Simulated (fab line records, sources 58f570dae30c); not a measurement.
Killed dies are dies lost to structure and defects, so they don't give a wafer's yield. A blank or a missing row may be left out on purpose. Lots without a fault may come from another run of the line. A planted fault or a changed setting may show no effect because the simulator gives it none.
Split-lot experiment | flow berkeley_cmos170 | 5 lots, 22 wafers read, on a route of 331 steps

THE SPLIT
At UCB170_PWELL_PEB_11, the setting peb_temp_c was moved away from the recipe's 130 C on 9 of the 22 wafers read, by -1.8% to +2.0%. The other wafers ran this setting at the recipe's value.

FROM THE SPLIT TO THE READING: what the file shows between them, 1 step
- UCB170_PWELL_DEVELOP_12: develop time 45 s

THE READING
PWELL.cd_nm (the simulator's own value, which no gauge read), in nm, at UCB170_PWELL_ETCH_14 (etches Si3N4 in CH3F/Ar/O2, stops on SiO2, target depth 242 nm, time 151 s). The file gives no usual value for it. The 13 wafers here that ran the recipe average 3000 nm, standard deviation 1.4 nm.

wafer  | tool, chamber at the split | peb_temp_c as run, C | against the recipe | PWELL.cd_nm, nm | against lot-mates on the recipe
L074.1 | litho_track-02, 0          | 130                  | recipe             | 3001            | -
L074.2 | litho_track-02, 0          | 130                  | recipe             | 3001            | -
L074.6 | litho_track-02, 0          | 130                  | recipe             | 3002            | -
L076.2 | litho_track-02, 0          | 130                  | recipe             | 3001            | -
L076.3 | litho_track-02, 0          | 127.8                | -1.7%              | 2984            | -16
L076.5 | litho_track-02, 0          | 127.8                | -1.7%              | 2984            | -16
L076.6 | litho_track-02, 0          | 127.8                | -1.7%              | 2984            | -16
L076.4 | litho_track-02, 0          | 130                  | recipe             | 3000            | -
L078.1 | litho_track-03, 0          | 130                  | recipe             | 2998            | -
L078.4 | litho_track-03, 0          | 130                  | recipe             | 2998            | -
L078.5 | litho_track-03, 0          | 130                  | recipe             | 2998            | -
L078.2 | litho_track-03, 0          | 128.9                | -0.8%              | 2991            | -7
L078.6 | litho_track-03, 0          | 128.9                | -0.8%              | 2989            | -9
L082.1 | litho_track-02, 0          | 132.6                | +2.0%              | 3016            | +15
L082.3 | litho_track-02, 0          | 130                  | recipe             | 3000            | -
L082.4 | litho_track-02, 0          | 130                  | recipe             | 3000            | -
L082.5 | litho_track-02, 0          | 130                  | recipe             | 3002            | -
L082.6 | litho_track-02, 0          | 132.6                | +2.0%              | 3017            | +16
L083.2 | litho_track-03, 0          | 127.7                | -1.8%              | 2983            | -16
L083.4 | litho_track-03, 0          | 127.7                | -1.8%              | 2983            | -16
L083.5 | litho_track-03, 0          | 130                  | recipe             | 2999            | -
L083.6 | litho_track-03, 0          | 130                  | recipe             | 3000            | -

THE FIT
A straight line over all 22 wafers: PWELL.cd_nm changes by +9.1 nm for each +1% of peb_temp_c; r = +0.99; the points scatter about the line by 1.4 nm.
The same after taking each lot's own level away (the mean of its wafers on the recipe; 22 wafers): +8.89 nm for each +1%; r = +1.00; scatter 0.93 nm.
On that fit, the largest move of peb_temp_c shifts the reading by 18 nm.
The lots' own levels span 2998.0 to 3001.3 nm, that is 2.5 times the standard deviation above.
So the lot-to-lot level changes the slope little: the two slopes agree.
Check: with one of the wafers moved furthest among these (+2.0%) left out of the fit, the line predicts +18.1 nm for it against its lot-mates. It came out at +15.3 nm against them.

OTHER SPLITS ON THESE WAFERS
These wafers also went through other splits before the reading. Each is held against what the fit with the lots' levels taken away leaves over:
other split on the same wafers     | wafers away from the commonest value | r with PWELL.cd_nm (lot level and that fit taken away)
UCB170_ZERO_COAT_01 resist_thk_nm  | 7                                    | -0.17
UCB170_NWELL_COAT_07 spin_rpm      | 8                                    | -0.22
UCB170_NWELL_DEVELOP_11 dev_temp_c | 5                                    | -0.25

THE FILE'S OWN FIT
PWELL.cd_nm changes by +8.93 nm for each +1% of peb_temp_c, r = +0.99.
